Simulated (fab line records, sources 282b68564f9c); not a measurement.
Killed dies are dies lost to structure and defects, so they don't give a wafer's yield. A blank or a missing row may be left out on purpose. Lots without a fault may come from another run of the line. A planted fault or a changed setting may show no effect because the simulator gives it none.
Which tool did it? | flow rit_cmos | 6 lots, 18 wafers sampled, at 2 steps of a route of 202

WHAT THE GAUGES READ, wafer by wafer
RIT_GATE_THK_MEAS_09.
lot  | measured    | on            | GATE_POLY_THK (nm)
L133 | day 2 20:53 | film_metro-02 | 250.0 248.9 246.7
L135 | day 3 04:40 | film_metro-02 | 248.6 247.5 249.0
L137 | day 3 17:34 | film_metro-03 | 248.1 250.8 248.7
L143 | day 5 06:46 | film_metro-01 | 256.8 256.5 256.8
L145 | day 6 04:05 | film_metro-01 | 258.6 257.1 259.0
L153 | day 7 04:45 | film_metro-02 | 245.8 249.1 248.1

WHICH TOOL RAN EACH LOT (tool, then ch and the chambers of the sampled wafers, then the start)
lot  | RIT_GATE_CVD_08
L133 | lpcvd-02 ch 1, day 2 19:17
L135 | lpcvd-01 ch 1, day 3 03:01
L137 | lpcvd-01 ch 0, day 3 15:56
L143 | lpcvd-01 ch 0, day 5 05:08
L145 | lpcvd-01 ch 0, day 6 02:26
L153 | lpcvd-02 ch 1, day 7 03:07
- RIT_GATE_CVD_08: deposits poly-Si from SiH4, target thk 250 nm, time 2220 s.

THE ANSWER, worked out from the rows above alone
Rule: what is usual is taken from the lots themselves. Put in order of their means at a reading, lots are off if they are a third of the lots or fewer, leave a main group of 4 or more, and stand apart from it by a gap of 3 or more times the standard deviation of the main group's means; of several such gaps the widest counts. A main group whose means are all the same, to the digits that the tables above print for the reading, isn't used. A lot without any number at a reading at which 4 lots or more have one is off too. The other lots that the step has rows for count as sound.
Off: L143, L145, at RIT_GATE_THK_MEAS_09 (GATE_POLY_THK). The main group: mean 248.4 nm, standard deviation 0.55.
A tool fits if, at a process step before that reading, it ran every lot that is off, and no sound lot after the first of them. The gauges at RIT_GATE_THK_MEAS_09 are tried like those tools. Can't be told from this: 2 tools fit, lpcvd-01 at RIT_GATE_CVD_08, film_metro-01 at RIT_GATE_THK_MEAS_09.

WHAT THE SIMULATOR HAD PUT IN
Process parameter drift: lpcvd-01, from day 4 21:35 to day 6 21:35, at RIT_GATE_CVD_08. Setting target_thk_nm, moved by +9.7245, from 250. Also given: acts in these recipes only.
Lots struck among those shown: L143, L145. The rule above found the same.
